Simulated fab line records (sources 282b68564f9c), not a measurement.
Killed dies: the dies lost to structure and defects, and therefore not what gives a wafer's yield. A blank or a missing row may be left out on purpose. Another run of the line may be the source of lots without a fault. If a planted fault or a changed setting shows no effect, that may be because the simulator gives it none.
Comparing a struck lot with a sound one	flow rit_cmos	14 steps out of a route of 202
Sound: these wafers, L525.2, L525.3, L525.5. Struck: wafers L528.3, L528.5, L528.6. The cause is given at the end.
Order at every step that has rows: each side's tool, ch and its chambers, its first start. Under that, the readings that differ: sound wafers	struck wafers	difference of the means	sigmas: that difference in standard deviations of wafers without a fault.
alike: readings whose means differ by less than 2 such deviations, and words and numbers that are the same on both sides. not compared: withheld readings, readings that some wafer has no value for, bounds like >300 that may hide the same value, and numbers for which the record gives no deviation and whose values overlap.
A row with sigmas, a row that says differs or no value, or rows on one side alone: a step with any of these is where the two part. Numbers that don't overlap but have no deviation are shown without sigmas and don't part them. A reading that every wafer of one side lacks parts them only if that side has two wafers or more.

first, 1 step without rows for these wafers: RIT_PLDD_IMPLANT_08.
RIT_PLDD_STRIP_09: strips in O2, time 180 s.
  sound on plasma_asher-04 ch 1, day 4 10:54; struck on plasma_asher-03 ch 0,1, day 5 00:10
  alike: drypump_motor_current_A
  not compared: rf_hours_counter_h
RIT_PLDD_TW_MEAS_10:
  struck on film_metro-02, day 5 00:19; sound on film_metro-02, day 4 11:05
  alike: PLDD_TW
then, 4 steps without rows for these wafers: RIT_SPACER_CLEAN_00 (cleans in SC1, time 600 s); RIT_SPACER_CLEAN_01 (cleans in dHF, time 30 s); RIT_SPACER_CLEAN_02 (cleans in SC2, time 600 s); RIT_SPACER_CVD_03 (deposits Si3N4 from SiH2Cl2/NH3, target thk 250 nm, time 3300 s).
RIT_SPACER_THK_MEAS_04:
  struck on film_metro-04, day 5 02:39; sound on film_metro-01, day 4 13:25
  alike: SPACER_NITRIDE_THK
RIT_SPACER_ETCHBACK_05: etches Si3N4 in SF6/CHF3, stops on SiO2, target depth 250 nm, time 240 s.
  sound on rie_diel-04 ch 0,2,3, day 4 13:28; struck on rie_diel-01 ch 0,1,2, day 5 02:41
  alike: drypump_motor_current_A, oes_product_au, throttle_valve_pct
  not compared: rf_hours_counter_h
then, 3 steps without rows for these wafers: RIT_NSD_HMDS_00 (prime time 60 s); RIT_NSD_COAT_01 (resist thk 1000 nm); RIT_NSD_SOFTBAKE_02 (time 60 s).
RIT_NSD_EXPOSE_03: exposes mask M9, target cd 40700 nm.
  struck on iline_stepper-02, day 5 03:20; sound on iline_stepper-01 ch 0, day 4 14:05
  no value came back on the struck wafers for exposure_dose_mJ_cm2, focus_offset_nm (nm); on the sound wafers exposure_dose_mJ_cm2 reads 250.01 249.66 250.26
  alike: mask
then, 1 step without rows for these wafers: RIT_NSD_PEB_04.

WHERE THEY PART
Only at RIT_NSD_EXPOSE_03, as far as this record shows.

WHY: whatever the simulator had introduced
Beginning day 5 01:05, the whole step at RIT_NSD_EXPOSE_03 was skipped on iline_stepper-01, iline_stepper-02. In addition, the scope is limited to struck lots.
